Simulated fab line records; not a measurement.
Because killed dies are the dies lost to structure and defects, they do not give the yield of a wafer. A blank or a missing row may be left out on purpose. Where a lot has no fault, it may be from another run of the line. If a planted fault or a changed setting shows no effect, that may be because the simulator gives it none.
Problem report, 8D (eight disciplines) form, completed by code / flow berkeley-cmos170 / the parts of the form that need people (team, actions taken, sign-off) are left out

## 1. THE PROBLEM
Mean of oes-product-au at UCB170_M2_STRIP_19: 0.679 a.u. across 6 wafers in 2 lots; on wafers with no fault it is 0.538 a.u. (standard deviation 0.0088). Measured from the usual mean, that is +16 standard deviations.
The step: strips in O2.
First seen on wafer L463.1, day 10 15:34, on plasma-asher-03. The record holds 42 wafers of 14 lots with a number at this step. By rule, "out" or "out of limits" means more than 4 standard deviations away from the usual mean. All remaining wafers that have a number are taken as sound.

## 2. WHAT IT IS; WHAT IT IS NOT
question=which readings at this step | is=oes-product-au | is not=drypump-motor-current-A
question=which lots | is=L463, L467 | is not=L447, L448, L449, L450, L451, L453, L456, L457, L458, L461, L469, L470
question=which wafers of those lots | is=all that have a number | is not=-
question=read on which tools | is=plasma-asher-02, plasma-asher-03 | is not=plasma-asher-01
question=when | is=from day 10 15:34 | is not=up to then (30 sound wafers); but 6 sound wafers of L469, L470 came after

## 3. SUSPECTS, AND WHAT RULES EACH OUT
Counting: a tool at a process step up to the reading stays a suspect if it ran every lot that is out and no sound lot after the first of them.
- rie-metal-04 at UCB170_M2_METAL_ETCH_18 (etches Al in Cl2/BCl3, stops on SiO2, target depth 1170 nm, time 195 s): kept. It processed each lot that is out, first L463 at day 10 15:23, and no sound lot thereafter; up to then, the last sound lot it processed was L458 at day 10 04:32.
Left after counting: rie-metal-04 at UCB170_M2_METAL_ETCH_18.

## 4. THE CAUSE (what the simulator had put in)
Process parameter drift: rie-metal-04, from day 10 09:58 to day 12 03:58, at UCB170_M2_METAL_ETCH_18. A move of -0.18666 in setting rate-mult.
The count eliminated every tool but this one.

## 5. THE EFFECT CHAIN, in route order
Each row: a reading whose mean over the struck wafers that have a number lies more than 3 standard deviations from the usual. Only readings whose record carries a usual standard deviation are examined. hours: median over the lots of the time between each lot's start at the first step of this table that gives one and its start at this step. sigmas: the change, counted in usual standard deviations.
hours=0; step=UCB170_M2_STRIP_19; reading=oes-product-au; usual=0.538 a.u.; on struck wafers=0.679; change=+0.141; sigmas=+16
It contains these process steps:
- UCB170_M2_STRIP_19: strips in O2.
Later measuring or inspecting steps at which every struck wafer that the step has a row for has a number for every such reading, and none has moved that far: UCB170_V2_OVL_MEAS_13.

## 6. HOW IT WOULD HAVE BEEN CAUGHT EARLIER
In this record the first reading out of limits was taken at day 10 15:34, 6 hours after the fault began at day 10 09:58.
Of the tool readings at UCB170_M2_METAL_ETCH_18 for which the record gives a usual standard deviation, none was out on any struck wafer, so an alarm limit of 4 standard deviations on them would not have fired.
L467, from the lots that are out (2), started UCB170_M2_METAL_ETCH_18 on rie-metal-04 later than day 10 15:34. Had the tool been put on hold then, it would have been spared.
